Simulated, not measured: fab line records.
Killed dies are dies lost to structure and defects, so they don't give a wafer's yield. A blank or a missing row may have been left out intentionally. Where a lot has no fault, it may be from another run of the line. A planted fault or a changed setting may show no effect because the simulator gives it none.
The same fault as seen by 2 desks :: flow rit-cmos :: numbers are kept per desk, each desk with only its own; the story behind them comes last

## AT THE METROLOGY DESK
Means of the sampled wafers that have a number, per lot and without regard to the tool the lot ran on: this is what the gauges read. Marked OUT: a lot whose mean sits more than 4 standard deviations from the usual mean, which makes it out of limits; the brackets give that distance.
Columns: A = PSD_RS at RIT_SDANNEAL_RS_MEAS_04, usual 114.9 ohm/sq; B = NSD_RS at RIT_SDANNEAL_RS_MEAS_05, usual 84.52 ohm/sq; C = PLDD_RS at RIT_SDANNEAL_RS_MEAS_06, usual 179.2 ohm/sq
lot: L347
first seen here: day 3 02:15
A: 114.7
B: 84.27
C: 179.2

lot: L349
first seen here: day 3 13:44
A: 114.8
B: 84.91
C: 179.2

lot: L350
first seen here: day 3 18:32
A: 114.2
B: 84.78
C: 179.0

lot: L351
first seen here: day 3 22:41
A: 115.2
B: 84.37
C: 179.8

lot: L352
first seen here: day 4 03:43
A: 115.1
B: 84.56
C: 179.7

lot: L353
first seen here: day 4 07:13
A: 115.1
B: 84.28
C: 179.5

lot: L355
first seen here: day 4 18:50
A: 114.8
B: 84.57
C: 179.7

lot: L356
first seen here: day 4 23:03
A: 114.6
B: 84.08
C: 178.9

lot: L357
first seen here: day 5 03:19
A: 115.0
B: 84.74
C: 179.2

lot: L358
first seen here: day 5 08:34
A: 115.1
B: 84.58
C: 179.4

lot: L359
first seen here: day 5 13:59
A: 114.9
B: 84.74
C: 179.5

lot: L361
first seen here: day 6 02:13
A: 92.8 (-71) OUT
B: 83.33 (-4.4) OUT
C: 159.4 (-40) OUT

lot: L363
first seen here: day 6 09:37
A: 93.6 (-69) OUT
B: 83.38 (-4.2) OUT
C: 160.4 (-38) OUT

lot: L370
first seen here: day 7 21:14
A: 114.7
B: 84.24
C: 180.1
This desk finds L361, L363 out of limits, with the earliest case on L361 at day 6 02:13 (PSD_RS at RIT_SDANNEAL_RS_MEAS_04). L347, L349, L350, L351, L352, L353, L355, L356, L357, L358, L359, L370 stayed within limits.

## DESK OF THE TOOL OWNER: rtp-anneal-02
Per lot that ran on this tool, the mean of the sampled wafers carrying a number, from the tool's own readings at RIT_SDANNEAL_RTA_03 (time 5 s). Marked OUT: a lot whose mean sits more than 4 standard deviations from the usual mean, which makes it out of limits; the brackets give that distance.
Columns: A = wafer_temp_C_max at RIT_SDANNEAL_RTA_03, usual 1053.3
lot: L347
first seen here: day 3 02:10
A: 1054.3

lot: L349
first seen here: day 3 13:41
A: 1053.8

lot: L351
first seen here: day 3 22:37
A: 1053.4

lot: L353
first seen here: day 4 07:10
A: 1054.1

lot: L355
first seen here: day 4 18:46
A: 1052.0

lot: L357
first seen here: day 5 03:12
A: 1052.8

lot: L359
first seen here: day 5 13:52
A: 1052.8

lot: L361
first seen here: day 6 02:08
A: 1085.8 (+30) OUT

lot: L363
first seen here: day 6 09:32
A: 1086.3 (+30) OUT
This desk finds L361, L363 out of limits, L361 being first, at day 6 02:08 (wafer_temp_C_max at RIT_SDANNEAL_RTA_03). L347, L349, L351, L353, L355, L357, L359 stayed within limits.

## TAKEN TOGETHER
At day 6 02:08, on L361, L363, the tool owner's desk was in a position to raise an alarm.
An alarm was possible from the metrology desk at day 6 02:13, on L361, L363.
Every lot named ran RIT_SDANNEAL_RTA_03 on rtp-anneal-02.

## WHAT THE SIMULATOR PUT IN
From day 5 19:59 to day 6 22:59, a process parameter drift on rtp-anneal-02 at RIT_SDANNEAL_RTA_03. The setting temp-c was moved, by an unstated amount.
Lots struck among those shown: L361, L363.
Hours from the fault's start to each desk's first reading out of limits: the tool owner's desk, 6; the metrology desk, 6.
